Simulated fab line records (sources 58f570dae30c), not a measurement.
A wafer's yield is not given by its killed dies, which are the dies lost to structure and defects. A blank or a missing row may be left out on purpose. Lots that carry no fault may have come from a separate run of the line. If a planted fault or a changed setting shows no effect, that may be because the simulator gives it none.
Which tool did it? -- flow berkeley cmos170 -- 21 wafers from 7 lots sampled at 4 of the route's 331 steps

== WHAT THE GAUGES SHOWED, per wafer ==
UCB170_CONTACT_OVL_MEAS_16.
lot,measured,on,CONTACT_OVL (nm)
L524,day 8 22:32,overlay-01,-6 -1 1
L525,day 9 06:16,overlay-02,-11 -4 0
L530,day 9 23:14,overlay-02,-14 -7 -6
L535,day 10 20:35,overlay-01,5 8
L541,day 12 01:10,overlay-01,1 -4 -5
L543,day 12 22:52,overlay-01,2 8 -2
L545,day 13 07:37,overlay-01,-7 -4 -3

== TOOL THAT RAN EACH LOT (tool first, then ch and the chambers of the sampled wafers, then the start) ==
lot,UCB170_PVT_STRIP_08,UCB170_SPACER_ETCHBACK_03,UCB170_PSD_STRIP_09
L524,"plasma asher-03 ch 0,1, day 7 11:13","rie diel-03 ch 0,2,3, day 8 07:50","plasma asher-02 ch 0, day 8 10:11"
L525,"plasma asher-01 ch 0,1, day 7 16:46","rie diel-03 ch 1,2,3, day 8 16:51","plasma asher-02 ch 0,1, day 8 20:14"
L530,"plasma asher-02 ch 0,1, day 8 06:45","rie diel-01 ch 0,1,3, day 9 07:01","plasma asher-02 ch 0,1, day 9 09:35"
L535,"plasma asher-01 ch 1, day 9 04:48","rie diel-02 ch 0,1, day 10 07:53","plasma asher-02 ch 0,1, day 10 09:35"
L541,"plasma asher-03 ch 0,1, day 10 12:44","rie diel-03 ch 1,2,3, day 11 13:04","plasma asher-02 ch 0,1, day 11 16:00"
L543,"plasma asher-01 ch 0,1, day 11 07:15","rie diel-03 ch 0,1,3, day 12 07:22","plasma asher-03 ch 0,1, day 12 09:53"
L545,"plasma asher-01 ch 0,1, day 11 16:55","rie diel-01 ch 1,2,3, day 12 18:47","plasma asher-03 ch 0,1, day 12 21:01"
- UCB170_PVT_STRIP_08: strips in O2.
- UCB170_SPACER_ETCHBACK_03: etches SiO2 in CHF3/CF4/Ar, stops on Si, target depth 376 nm, time 100 s.
- UCB170_PSD_STRIP_09: strips in O2.

== THE ANSWER, worked out from the rows above alone ==
Rule: the lots themselves supply what counts as usual. The widest of any qualifying gaps counts: lots, ordered by their means at a reading, are off when they make up no more than a third of the lots, leave a main group of 4 or more, and stand apart from it by 3 or more times the standard deviation of that group's means. Not used: any main group whose means are identical at the precision the tables above print for the reading. A lot without any number at a reading at which 4 lots or more have one is off too. Where the step has rows for the other lots, those lots are counted as sound.
No lot is off at any reading shown: from this, nothing can be told.

== WHAT HAD BEEN PUT IN BY THE SIMULATOR ==
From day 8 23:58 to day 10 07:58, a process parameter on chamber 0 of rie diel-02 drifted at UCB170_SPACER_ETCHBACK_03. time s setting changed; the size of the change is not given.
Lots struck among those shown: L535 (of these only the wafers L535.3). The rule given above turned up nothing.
